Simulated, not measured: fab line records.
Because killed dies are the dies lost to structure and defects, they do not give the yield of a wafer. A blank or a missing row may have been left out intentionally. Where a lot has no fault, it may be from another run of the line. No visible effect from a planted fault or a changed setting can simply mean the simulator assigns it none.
Which of the tools did it? | flow berkeley_cmos170 | 42 wafers from 14 lots sampled at 3 of the route's 331 steps

## WHAT THE GAUGES READ, wafer by wafer
UCB170_PWELL_OVL_MEAS_13. Usual: for PWELL_OVL the level is 1 nm and the standard deviation is 4.4.
lot  | measured    | on         | PWELL_OVL (nm) | flag
L214 | day 3 10:25 | overlay-01 | 0 0 0          |
L213 | day 3 10:41 | overlay-02 | -3 3 -2        |
L216 | day 3 19:29 | overlay-01 | -5 0 4         |
L218 | day 4 05:55 | overlay-02 | -12 4 -6       |
L220 | day 5 05:29 | overlay-02 | -2 3 -3        |
L221 | day 5 05:46 | overlay-01 | -7 -2 -1       |
L222 | day 5 06:03 | overlay-01 | -5 6 10        |
L223 | day 5 14:25 | overlay-01 | -2 7 8         |
L229 | day 6 19:46 | overlay-01 | -9 -5 -2       |
L228 | day 6 20:28 | overlay-02 | -1 0 -1        |
L230 | day 6 20:31 | overlay-01 | -1 -4 4        |
L233 | day 7 15:00 | overlay-02 | 1 2 -2         |
L235 | day 7 22:40 | overlay-02 | -7 -4 1        |
L236 | day 8 05:56 | overlay-01 | -1 1 5         |

UCB170_NVT_TW_MEAS_09. Usual: for NVT_TW the level is 520 and the standard deviation is 4.7.
lot  | measured     | on            | NVT_TW      | flag
L214 | day 6 16:50  | film_metro-01 | 515 512 513 |
L213 | day 6 18:09  | film_metro-04 | 525 526 523 |
L216 | day 7 01:27  | film_metro-04 | 528 528 527 |
L218 | day 7 11:33  | film_metro-03 | 518 518 520 |
L220 | day 8 13:43  | film_metro-01 | 516 516 519 |
L221 | day 8 13:35  | film_metro-04 | 525 522 525 |
L222 | day 8 13:28  | film_metro-03 | 521 517 516 |
L223 | day 8 21:07  | film_metro-01 | 519 517 519 |
L229 | day 9 23:45  | film_metro-04 | 521 522 523 |
L228 | day 9 23:59  | film_metro-04 | 521 529 528 |
L230 | day 9 23:31  | film_metro-01 | 516 514 514 |
L233 | day 11 00:19 | film_metro-03 | 518 517 519 |
L235 | day 11 07:19 | film_metro-01 | 518 514 520 |
L236 | day 11 18:50 | film_metro-04 | 526 526 528 |

## TOOL THAT RAN EACH LOT (tool first, then ch and the chambers of the sampled wafers, then the start)
lot  | UCB170_PFIELD_STRIP_08
L214 | plasma_asher-04 ch 0,1, day 5 03:44
L213 | plasma_asher-04 ch 0,1, day 5 03:25
L216 | plasma_asher-01 ch 0,1, day 5 12:19
L218 | plasma_asher-02 ch 0,1, day 5 17:35
L220 | plasma_asher-04 ch 0,1, day 7 00:45
L221 | plasma_asher-02 ch 0,1, day 7 00:59
L222 | plasma_asher-01 ch 0,1, day 7 00:47
L223 | plasma_asher-02 ch 0,1, day 7 09:13
L229 | plasma_asher-02 ch 0,1, day 8 08:25
L228 | plasma_asher-01 ch 0,1, day 8 09:57
L230 | plasma_asher-04 ch 0, day 8 10:09
L233 | plasma_asher-02 ch 0,1, day 9 05:41
L235 | plasma_asher-01 ch 0,1, day 9 15:12
L236 | plasma_asher-02 ch 0,1, day 10 03:39
- UCB170_PFIELD_STRIP_08: strips in O2.

## AS READ BY THE TOOLS THEMSELVES (means over the sampled wafers that have a number; for cases with no such wafer, the mark the record gives instead)
UCB170_PFIELD_STRIP_08. Usual: drypump_motor_current_A 5.7 A, standard deviation 0.31; oes_product_au 0.734 a.u., standard deviation 0.0041; strip_time_to_endpoint_s 21.60 s, standard deviation 0.058.
lot  | tool            | drypump_motor_current_A (A) | oes_product_au (a.u.) | strip_time_to_endpoint_s (s) | flag
L214 | plasma_asher-04 | 5.6                         | 0.737                 | 21.65                        |
L213 | plasma_asher-04 | 5.8                         | 0.731                 | 21.58                        |
L216 | plasma_asher-01 | 5.8                         | 0.729                 | 21.54                        |
L218 | plasma_asher-02 | 5.7                         | 0.732                 | 21.63                        |
L220 | plasma_asher-04 | 5.8                         | 0.733                 | 21.54                        |
L221 | plasma_asher-02 | 5.7                         | 0.733                 | 21.60                        |
L222 | plasma_asher-01 | 5.6                         | 0.732                 | 21.69                        |
L223 | plasma_asher-02 | 5.7                         | 0.733                 | 21.67                        |
L229 | plasma_asher-02 | 5.5                         | 0.739                 | 21.59                        |
L228 | plasma_asher-01 | 5.6                         | 0.738                 | 21.56                        |
L230 | plasma_asher-04 | 5.4                         | 0.734                 | 21.57                        |
L233 | plasma_asher-02 | 5.7                         | 0.736                 | 21.60                        |
L235 | plasma_asher-01 | 5.8                         | 0.733                 | 21.60                        |
L236 | plasma_asher-02 | 5.5                         | 0.732                 | 21.61                        |

## THE ANSWER, worked out from the rows above alone
Rule: a lot counts as off when the mean over its wafers that have a number is more than 3 standard deviations away from the usual mean. A lot without any number at a reading at which 4 lots or more have one is off too. Where the step has rows for the other lots, those lots are counted as sound. Order of review: gauges by route order, followed by the tools' own readings, for which a lot's mean as printed above is used. At the first step where some lot is off, the reading lying furthest off is the one used; lots without a number count as furthest.
Nothing can be told from this: no lot is off at any reading shown.

## WHAT THE SIMULATOR PUT IN
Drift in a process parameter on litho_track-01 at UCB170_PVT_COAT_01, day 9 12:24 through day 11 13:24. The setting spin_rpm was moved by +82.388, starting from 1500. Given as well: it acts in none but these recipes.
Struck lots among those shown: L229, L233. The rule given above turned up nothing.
